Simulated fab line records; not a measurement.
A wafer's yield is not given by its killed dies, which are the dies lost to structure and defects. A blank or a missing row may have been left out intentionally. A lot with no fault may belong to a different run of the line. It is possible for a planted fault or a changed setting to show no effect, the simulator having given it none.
A struck lot beside a sound one	flow rit-cmos	34 out of 202 route steps
Sound: these wafers, L164.1, L164.2, L164.6. Wafers L168.1, L168.4, L168.6 were the ones struck. The cause is given at the end.
Order at every step that has rows: each side's tool, ch and its chambers, its first start. Under that, the readings that differ: sound wafers	struck wafers	difference of the means	sigmas: that difference in standard deviations of wafers without a fault.
alike: readings with means less than 2 such deviations apart, plus words and numbers identical on both sides. not compared: withheld readings, readings lacking a value on some wafer, bounds such as >300 that could conceal the same value, and numbers that have no deviation in the record and whose values overlap.
A row with sigmas, a row that says differs or no value, or rows on one side alone: a step with any of these is where the two part. Non-overlapping numbers with no deviation appear without sigmas and do not part them. A reading that every wafer of one side lacks parts them only if that side has two wafers or more.

first, 2 steps without rows for these wafers: RIT_SPACER_CLEAN_02 (cleans in SC2, time 600 s); RIT_SPACER_CVD_03 (deposits Si3N4 from SiH2Cl2/NH3, target thk 250 nm, time 3300 s).
RIT_SPACER_THK_MEAS_04:
  sound on film-metro-04, day 4 18:28; struck on film-metro-03, day 5 14:29
  alike: SPACER_NITRIDE_THK
RIT_SPACER_ETCHBACK_05: etches Si3N4 in SF6/CHF3, stops on SiO2, target depth 250 nm, time 240 s.
  sound on rie-diel-04 ch 1,2,3, day 4 18:31; struck on rie-diel-01 ch 1,2, day 5 14:32
  alike: drypump-motor-current-A, oes-product-au, throttle-valve-pct
  not compared: rf-hours-counter-h
then, 6 steps without rows for these wafers: RIT_NSD_HMDS_00 (prime time 60 s); RIT_NSD_COAT_01 (resist thk 1000 nm); RIT_NSD_SOFTBAKE_02 (time 60 s); RIT_NSD_EXPOSE_03 (exposes mask M9, target cd 40700 nm); RIT_NSD_PEB_04; RIT_NSD_DEVELOP_05 (develop time 50 s).
RIT_NSD_OVL_MEAS_06:
  sound on overlay-01, day 4 19:31; struck on overlay-02, day 5 15:40
  alike: NSD_OVL
then, 1 step without rows for these wafers: RIT_NSD_HARDBAKE_07 (time 60 s).
RIT_NSD_IMPLANT_08:
  sound on implanter-01 ch 0, day 4 19:43; struck on implanter-04 ch 0, day 5 15:53
reading	sound	struck	difference	sigmas
dose-ions-cm2	1.0009e+15 1.0025e+15 1.0013e+15	7.003e+14 7.011e+14 7.001e+14	-3.011e+14	-99 or more
faraday-current-uA	3149 3098 3054	2237 2195 2179	-897	-14
  alike: beam-on-s
RIT_NSD_STRIP_09: strips in O2, time 180 s.
  sound on plasma-asher-02 ch 0,1, day 4 19:52; struck on plasma-asher-01 ch 0,1, day 5 16:11
  alike: drypump-motor-current-A
  not compared: rf-hours-counter-h
RIT_NSD_TW_MEAS_10:
  sound on film-metro-02, day 4 20:02; struck on film-metro-02, day 5 16:22
reading	sound	struck	difference	sigmas
NSD_TW	3109 3112 3118	2847 2852 2842	-266	-9
then, 6 steps without rows for these wafers: RIT_PSD_HMDS_00 (prime time 60 s); RIT_PSD_COAT_01 (resist thk 1000 nm); RIT_PSD_SOFTBAKE_02 (time 60 s); RIT_PSD_EXPOSE_03 (exposes mask M10, target cd 40900 nm); RIT_PSD_PEB_04; RIT_PSD_DEVELOP_05 (develop time 50 s).
RIT_PSD_OVL_MEAS_06:
  sound on overlay-02, day 4 20:56; struck on overlay-02, day 5 17:16
  alike: PSD_OVL
then, 2 steps without rows for these wafers: RIT_PSD_HARDBAKE_07 (time 60 s); RIT_PSD_IMPLANT_08.
RIT_PSD_STRIP_09: strips in O2, time 180 s.
  sound on plasma-asher-01 ch 0,1, day 4 21:17; struck on plasma-asher-04 ch 1, day 5 17:37
  alike: drypump-motor-current-A
  not compared: rf-hours-counter-h
RIT_PSD_TW_MEAS_10:
  sound on film-metro-02, day 4 21:27; struck on film-metro-01, day 5 17:47
  alike: PSD_TW
then, 3 steps without rows for these wafers: RIT_SDANNEAL_CLEAN_00 (cleans in SC1, time 600 s); RIT_SDANNEAL_CLEAN_01 (cleans in dHF, time 30 s); RIT_SDANNEAL_CLEAN_02 (cleans in SC2, time 600 s).
RIT_SDANNEAL_RTA_03: time 5 s.
  sound on rtp-anneal-01 ch 0, day 4 21:54; struck on rtp-anneal-02 ch 0, day 5 18:13
  alike: ramp-up-c-per-s, wafer_temp_C_max
RIT_SDANNEAL_RS_MEAS_04: uses a four-point probe to measure.
  sound on film-metro-02, day 4 21:58; struck on film-metro-01, day 5 18:16
  alike: PSD_RS
RIT_SDANNEAL_RS_MEAS_05: uses a four-point probe to measure.
  sound on film-metro-02, day 4 22:05; struck on film-metro-01, day 5 18:23
reading	sound	struck	difference	sigmas
NSD_RS (ohm/sq)	84.51 84.43 84.71	112.27 112.53 112.95	+28.03	+99 or more
RIT_SDANNEAL_RS_MEAS_06: uses a four-point probe to measure.
  sound on film-metro-02, day 4 22:12; struck on film-metro-01, day 5 18:31
  alike: PLDD_RS
RIT_M1_PROBE_99:
  sound on prober-02, day 5 05:43; struck on prober-02, day 6 01:49
reading	sound	struck	difference	sigmas
model.etest.nmos_0p3.r-on-ohm-um	2177 2137 2155	2338 2324 2354	+182	
model.etest.nmos_0p15.r-on-ohm-um	1116 1063 1098	1278 1223 1284	+169	
model.etest.nmos_0p15.drive-ua-um	484.1 483 499	420.9 432.4 422	-63.6	
model.etest.contact-nplus.end-ohm-um	43.09 42.43 42.99	71.27 70.34 71.86	+28.32	
model.etest.nmos-narrow.drive-ua-um	217.3 215.2 220.9	204.1 200.9 203.8	-14.9	
model.etest.nmos_0p3.drive-ua-um	223.2 220.4 223.8	207 207.2 204.4	-16	
model.etest.nmos_0p15.junction-log10-a-um	-13.54 -13.49 -13.57	-12.96 -13.03 -13.43	+0.39	
model.etest.nmos_0p15.tox-inv-nm (nm)	4.467 4.59 4.492	4.785 4.801 4.796	+0.278	
  alike: killed-at-contacts, killed-at-front-end, killed-dies, killed-open, killed-short

## WHERE THEY PART
Earliest at RIT_NSD_IMPLANT_08; latest, in this record, at RIT_SDANNEAL_RS_MEAS_05. Later steps at which nothing parts them and some readings are alike: RIT_SDANNEAL_RS_MEAS_06, RIT_M1_PROBE_99.

WHY: what had been put in by the simulator
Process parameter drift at RIT_NSD_IMPLANT_08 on implanter-04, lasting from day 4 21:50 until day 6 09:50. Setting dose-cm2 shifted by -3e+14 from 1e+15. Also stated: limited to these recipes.
